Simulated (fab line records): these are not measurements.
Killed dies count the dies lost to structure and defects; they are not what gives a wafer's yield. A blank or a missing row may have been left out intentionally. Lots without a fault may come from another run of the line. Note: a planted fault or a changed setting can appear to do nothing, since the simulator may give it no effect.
The tool behind it: which one? || flow rit_cmos || Sampling: 7 lots, 21 wafers, 2 of 202 route steps

== WHAT THE GAUGES READ, wafer by wafer ==
RIT_CONTACT_THK_MEAS_01.
{"lot": "L402", "measured": "day 4 01:05", "on": "film_metro-03", "CONTACT_TEOS_THK (nm)": "401 397 405"}
{"lot": "L403", "measured": "day 4 07:05", "on": "film_metro-03", "CONTACT_TEOS_THK (nm)": "400 399 402"}
{"lot": "L405", "measured": "day 4 17:46", "on": "film_metro-02", "CONTACT_TEOS_THK (nm)": "395 402 401"}
{"lot": "L408", "measured": "day 4 23:45", "on": "film_metro-01", "CONTACT_TEOS_THK (nm)": "396 396 406"}
{"lot": "L414", "measured": "day 6 02:20", "on": "film_metro-03", "CONTACT_TEOS_THK (nm)": "392 441 397"}
{"lot": "L418", "measured": "day 6 22:22", "on": "film_metro-03", "CONTACT_TEOS_THK (nm)": "394 404 402"}
{"lot": "L422", "measured": "day 7 22:10", "on": "film_metro-01", "CONTACT_TEOS_THK (nm)": "394 400 403"}

== EACH LOT AND THE TOOL THAT RAN IT (in order: tool; ch and the chambers of the sampled wafers; start) ==
{"lot": "L402", "RIT_CONTACT_CVD_00": "pecvd-02 ch 0,1,2, day 4 01:02"}
{"lot": "L403", "RIT_CONTACT_CVD_00": "pecvd-04 ch 0,1,2, day 4 07:02"}
{"lot": "L405", "RIT_CONTACT_CVD_00": "pecvd-01 ch 0,1, day 4 17:41"}
{"lot": "L408", "RIT_CONTACT_CVD_00": "pecvd-04 ch 0,1,2, day 4 23:42"}
{"lot": "L414", "RIT_CONTACT_CVD_00": "pecvd-01 ch 0,1,2, day 6 02:16"}
{"lot": "L418", "RIT_CONTACT_CVD_00": "pecvd-02 ch 1,2, day 6 22:18"}
{"lot": "L422", "RIT_CONTACT_CVD_00": "pecvd-04 ch 0,1,2, day 7 22:07"}
- RIT_CONTACT_CVD_00: deposits SiO2 from TEOS, target thk 400 nm, time 61 s.

== THE ANSWER, worked out from the rows above alone ==
Rule: what is usual is taken from the lots themselves. The widest of any qualifying gaps counts: lots, ordered by their means at a reading, are off when they make up no more than a third of the lots, leave a main group of 4 or more, and stand apart from it by 3 or more times the standard deviation of that group's means. A main group whose means are all the same, to the digits that the tables above print for the reading, isn't used. Also off: a lot with no number at a reading for which 4 or more lots have one. The other lots that the step has rows for count as sound.
Off: L414, at RIT_CONTACT_THK_MEAS_01 (CONTACT_TEOS_THK). The main group: mean 400 nm, standard deviation 0.69.
If a tool, at a process step before that reading, ran all the lots that are off and no sound lot after the first of them, it fits. Gauges at RIT_CONTACT_THK_MEAS_01: tried the same way as those tools. One candidate fits, namely pecvd-01 at RIT_CONTACT_CVD_00. A fault onset in the window from L405 (day 4 17:41, its last sound lot) to L414 (day 6 02:16, its first lot off) fits.

== WHAT THE SIMULATOR HAD PUT IN ==
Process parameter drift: pecvd-01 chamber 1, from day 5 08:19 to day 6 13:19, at RIT_CONTACT_CVD_00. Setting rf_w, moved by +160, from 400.
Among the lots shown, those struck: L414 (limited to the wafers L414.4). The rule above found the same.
